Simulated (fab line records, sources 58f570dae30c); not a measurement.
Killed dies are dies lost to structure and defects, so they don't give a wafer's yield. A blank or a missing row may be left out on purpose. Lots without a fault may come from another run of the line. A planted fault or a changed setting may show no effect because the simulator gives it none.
One fault seen from 2 desks | flow berkeley_cmos170 | each desk has only its own numbers; what lay behind them comes last

THE METROLOGY DESK
What the gauges read, lot by lot, whatever tool the lot ran on: means of the sampled wafers that have a number. A lot is out of limits, marked OUT, if its mean lies more than 4 standard deviations from the usual mean; the brackets give that distance.
Columns: A = cd_nm at UCB170_NSD_CD_MEAS_06, usual 1199.8 nm; B = cd_nm at UCB170_M1_CD_MEAS_09, usual 700.5 nm; C = V1_BOW at UCB170_V1_BOW_MEAS_03, usual 18 um
lot  | first seen here | A      | B     | C
L840 | day 8 03:24     | 1200.9 | 702.1 | 19
L844 | day 8 16:24     | 1200.6 | 700.9 | 13
L843 | day 8 17:00     | 1199.2 | 700.9 | 21
L848 | day 9 03:25     | 1198.0 | 697.1 | 19
L845 | day 9 03:39     | 1200.2 | 701.6 | 13
L846 | day 9 03:55     | 1199.7 | 700.6 | 11
L847 | day 9 04:10     | 1200.1 | 701.6 | 18
L849 | day 9 15:58     | 1199.6 | 700.7 | 12
L851 | day 10 02:05    | 1198.4 | 700.8 | 14
L855 | day 10 17:40    | 1199.3 | 702.1 | 13
L853 | day 10 17:54    | 1199.0 | 702.6 | 18
L858 | day 11 15:28    | 1198.5 | 698.8 | 20
L857 | day 11 15:44    | 1202.4 | 700.0 | 16
L856 | day 11 15:56    | 1197.4 | 699.1 | 23
L860 | day 11 16:39    | 1201.3 | 700.0 | 19
This desk's finding: nothing out of limits on any of the 15 lots.

THE TOOL OWNER'S DESK: rtp_anneal-01
The tool's own readings at UCB170_CONTACT_RTA_08 (time 10 s): means of the sampled wafers that have a number, for each lot that ran on this tool. A lot is out of limits, marked OUT, if its mean lies more than 4 standard deviations from the usual mean; the brackets give that distance.
Columns: A = lamp_power_pct at UCB170_CONTACT_RTA_08, usual 22.1 %; B = wafer_temp_C_max at UCB170_CONTACT_RTA_08, usual 904.5
lot  | first seen here | A               | B
L840 | day 8 08:32     | 22.7            | 903.6
L844 | day 8 22:47     | 22.7            | 903.2
L843 | day 9 00:58     | 22.7            | 903.5
L848 | day 9 08:41     | 22.7            | 904.0
L846 | day 9 10:59     | 22.7            | 903.9
L851 | day 10 07:51    | 22.7            | 904.1
L855 | day 11 00:41    | 25.0 (+5.2) OUT | 939.5 (+32) OUT
L858 | day 11 23:07    | 25.0 (+5.2) OUT | 939.3 (+32) OUT
L856 | day 11 23:11    | 25.0 (+5.2) OUT | 939.2 (+32) OUT
This desk's finding: out of limits on L855, L856, L858; first on L855, day 11 00:41 (lamp_power_pct at UCB170_CONTACT_RTA_08). In limits: L840, L844, L843, L848, L846, L851.

PUT TOGETHER
The tool owner's desk could have raised an alarm at day 11 00:41, on L855, L856, L858.
The metrology desk saw nothing out of limits.
The metrology desk has L855, L856, L858 on record, within its limits.
Of the lots named, all ran UCB170_CONTACT_RTA_08 on rtp_anneal-01.

WHAT THE SIMULATOR HAD PUT IN
Process parameter drift: rtp_anneal-01, from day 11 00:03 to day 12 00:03, at UCB170_CONTACT_RTA_08. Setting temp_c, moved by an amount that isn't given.
Lots struck among those shown: L855, L856, L858.
Hours from the fault's start to each desk's first reading out of limits: the tool owner's desk, 1.
